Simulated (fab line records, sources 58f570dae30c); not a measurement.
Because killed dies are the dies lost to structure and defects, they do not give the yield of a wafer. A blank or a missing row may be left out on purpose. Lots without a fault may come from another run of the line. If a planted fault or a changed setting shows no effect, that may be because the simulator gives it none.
One fault seen from 2 desks + flow berkeleyCmos170 + numbers are kept per desk, each desk with only its own; the story behind them comes last

== THE METROLOGY DESK ==
What the gauges read, lot by lot, whatever tool the lot ran on: means of the sampled wafers that have a number. Marked OUT: a lot whose mean sits more than 4 standard deviations from the usual mean, which makes it out of limits; the brackets give that distance.
Columns: A = INCOMING_BOW at UCB170_START_BOW_MEAS_00, usual 0 um; B = WELLDRIVE_OXIDE_THK at UCB170_WELLDRIVE_THK_MEAS_02, usual 200 nm; C = cdNm at UCB170_ACTIVE_CD_MEAS_90, usual 1199.7 nm
| lot  | first seen here | A   | B              | C      |
|------|-----------------|-----|----------------|--------|
| L515 | day 1 15:01     | -1  | 203            | 1199.0 |
| L516 | day 1 20:00     | -1  | 199            | 1198.8 |
| L523 | day 3 07:00     | -6  | 216 (+5.1) OUT | 1199.4 |
| L524 | day 3 12:02     | -1  | 210            | 1200.5 |
| L525 | day 3 17:00     | 1   | 212            | 1200.5 |
| L526 | day 3 22:00     | -3  | 198            | 1200.1 |
| L527 | day 4 03:00     | -1  | 198            | 1200.2 |
| L529 | day 4 13:00     | -2  | 197            | 1200.2 |
| L530 | day 4 18:01     | 2   | 200            | 1201.9 |
| L531 | day 4 23:01     | 1   | 200            | 1200.2 |
| L532 | day 5 04:00     | 5   | 206            | 1198.4 |
| L534 | day 5 14:00     | 2   | 203            | 1202.5 |
| L535 | day 5 19:01     | -2  | 200            | 1200.6 |
| L536 | day 6 00:00     | -2  | 199            | 1201.5 |
| L537 | day 6 05:00     | -11 | 203            | 1199.6 |
This desk reports L523 out of limits; the earliest was L523 at day 5 13:26 (WELLDRIVE_OXIDE_THK at UCB170_WELLDRIVE_THK_MEAS_02). L515, L516, L524, L525, L526, L527, L529, L530, L531, L532, L534, L535, L536, L537 stayed within limits.

== TOOL OWNER'S DESK, furnace-02 ==
The tool's own readings at UCB170_WELLDRIVE_OXIDATION_01 (target thk 199 nm, ox time 9000 s): means of the sampled wafers that have a number, for each lot that ran on this tool. Marked OUT: a lot whose mean sits more than 4 standard deviations from the usual mean, which makes it out of limits; the brackets give that distance.
Columns: A = spikeTcCentreC at UCB170_WELLDRIVE_OXIDATION_01, usual 1102.2 C; B = tube_center_temp_C_max at UCB170_WELLDRIVE_OXIDATION_01, usual 1102.8; C = zonePowerCentrePct at UCB170_WELLDRIVE_OXIDATION_01, usual 50 %; D = zonePowerLoadPct at UCB170_WELLDRIVE_OXIDATION_01, usual 40.2 %
| lot  | first seen here | A                | B      | C             | D               |
|------|-----------------|------------------|--------|---------------|-----------------|
| L523 | day 5 09:56     | 1130.1 (+25) OUT | 1102.9 | 74 (+4.1) OUT | 37.2 (-6.1) OUT |
| L524 | day 5 09:56     | 1130.2 (+25) OUT | 1102.9 | 73            | 37.4 (-5.7) OUT |
| L525 | day 5 16:01     | 1129.7 (+25) OUT | 1103.2 | 73            | 36.8 (-6.9) OUT |
This desk finds L523, L524, L525 out of limits, L523 being first, at day 5 09:56 (spikeTcCentreC at UCB170_WELLDRIVE_OXIDATION_01). In limits: none.

== PUT TOGETHER ==
The tool owner's desk had the chance to raise an alarm at day 5 09:56 on L523, L524, L525.
The metrology desk could have raised an alarm at day 5 13:26, on L523.
The metrology desk holds a record of L524, L525, inside its limits.
The lots listed all ran UCB170_WELLDRIVE_OXIDATION_01 on furnace-02.

== WHAT THE SIMULATOR HAD INSERTED ==
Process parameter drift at UCB170_WELLDRIVE_OXIDATION_01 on furnace-02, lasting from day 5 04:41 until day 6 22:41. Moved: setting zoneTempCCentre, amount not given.
Lots struck among those shown: L523, L524, L525.
Counting hours from when the fault started, the first reading out of limits came at 5 for the tool owner's desk and at 9 for the metrology desk.
